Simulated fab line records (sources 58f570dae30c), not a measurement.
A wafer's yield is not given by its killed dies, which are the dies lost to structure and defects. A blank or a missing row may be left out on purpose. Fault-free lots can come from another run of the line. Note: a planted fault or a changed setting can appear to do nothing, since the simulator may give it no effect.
Problem report, 8D (eight disciplines) form, completed by code || flow berkeley_cmos170 || the parts of the form that need people (team, actions taken, sign-off) are left out

1. WHAT IS WRONG
On 3 wafers of 1 lot, cd_nm at UCB170_GATE_CD_MEAS_12 has a mean of 325.7 nm; fault-free wafers read 349.7 nm, standard deviation 1.5. Relative to the usual mean, that is a shift of -16 standard deviations.
The step: target cd 350 nm.
Earliest sighting: wafer L189.3 on cd_sem-02 at day 9 19:39. Wafers with a number at this step in the record: 39, from 13 lots. Rule for "out", or "out of limits": more than 4 standard deviations from the usual mean. The rest of the wafers with a number are treated as sound.

2. WHAT IT IS AND WHAT IT IS NOT
{"question": "which readings at this step", "is": "cd_nm", "is not": "-"}
{"question": "which lots", "is": "L189", "is not": "L171, L172, L173, L175, L176, L177, L178, L180, L181, L184, L185, L194"}
{"question": "which wafers of those lots", "is": "all that have a number", "is not": "-"}
{"question": "read on which gauges", "is": "cd_sem-02", "is not": "cd_sem-01"}
{"question": "when", "is": "from day 9 19:39", "is not": "up to then (33 sound wafers); but 3 sound wafers of L194 came after"}

3. SUSPECTS, AND WHAT RULES EACH OUT
Counting: any tool at a process step up to the reading is kept as a suspect provided that every lot that is out went through it and no sound lot did after the first of them.
- the gauge at UCB170_GATE_CD_MEAS_12 has been ruled out. All the wafers that are out were read on cd_sem-02, but those of them that UCB170_GATE_EXPOSE_09 has rows for are out there too, on other tools.
- krf_scanner-02 at UCB170_GATE_EXPOSE_09 (exposes mask POLY, target cd 350 nm): kept. It ran the lot that is out, L189 (day 9 19:15), and no sound lot after that; its last sound lot up to then is L184 (day 8 11:20). On those wafers its own readings are out: exposure_dose_mJ_cm2.
The count leaves krf_scanner-02 at UCB170_GATE_EXPOSE_09.

4. THE CAUSE (what the simulator had put in)
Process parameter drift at UCB170_GATE_EXPOSE_09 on krf_scanner-02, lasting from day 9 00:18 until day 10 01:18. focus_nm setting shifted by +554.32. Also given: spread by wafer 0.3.
After counting, this tool was the only one left.

5. THE CHAIN OF EFFECTS, in route order
Each row: a reading whose mean over the struck wafers that have a number lies more than 3 standard deviations from the usual. Only readings whose record carries a usual standard deviation are examined. hours: median over the lots of the time between each lot's start at the first step of this table that gives one and its start at this step. sigmas: the change, counted in usual standard deviations.
{"hours": 0, "step": "UCB170_GATE_EXPOSE_09", "reading": "exposure_dose_mJ_cm2", "usual": 20.962, "on struck wafers": 20.197, "change": -0.765, "sigmas": -33}
{"hours": 0, "step": "UCB170_GATE_CD_MEAS_12", "reading": "cd_nm", "usual": "349.7 nm", "on struck wafers": 325.7, "change": -24.0, "sigmas": -16}
Process steps it contains:
- UCB170_GATE_EXPOSE_09: exposes mask POLY, target cd 350 nm.
Later steps that measure or inspect, where all struck wafers having a row at the step show a number for every such reading and not one has moved that far: UCB170_PLDD_TW_MEAS_11.

6. WHAT WOULD HAVE CAUGHT IT SOONER
In this record the first reading out of limits at a measuring or inspecting step was taken at day 9 19:39, 19 hours after the fault began at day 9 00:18.
Tool's own readings at UCB170_GATE_EXPOSE_09, exposure_dose_mJ_cm2: out on all struck wafers the step has rows for; an alarm limit on them would have tripped on the first.
Lots out: 1; all had begun UCB170_GATE_EXPOSE_09 on krf_scanner-02 by day 9 19:39. None of them would have been spared by holding the tool at that moment.
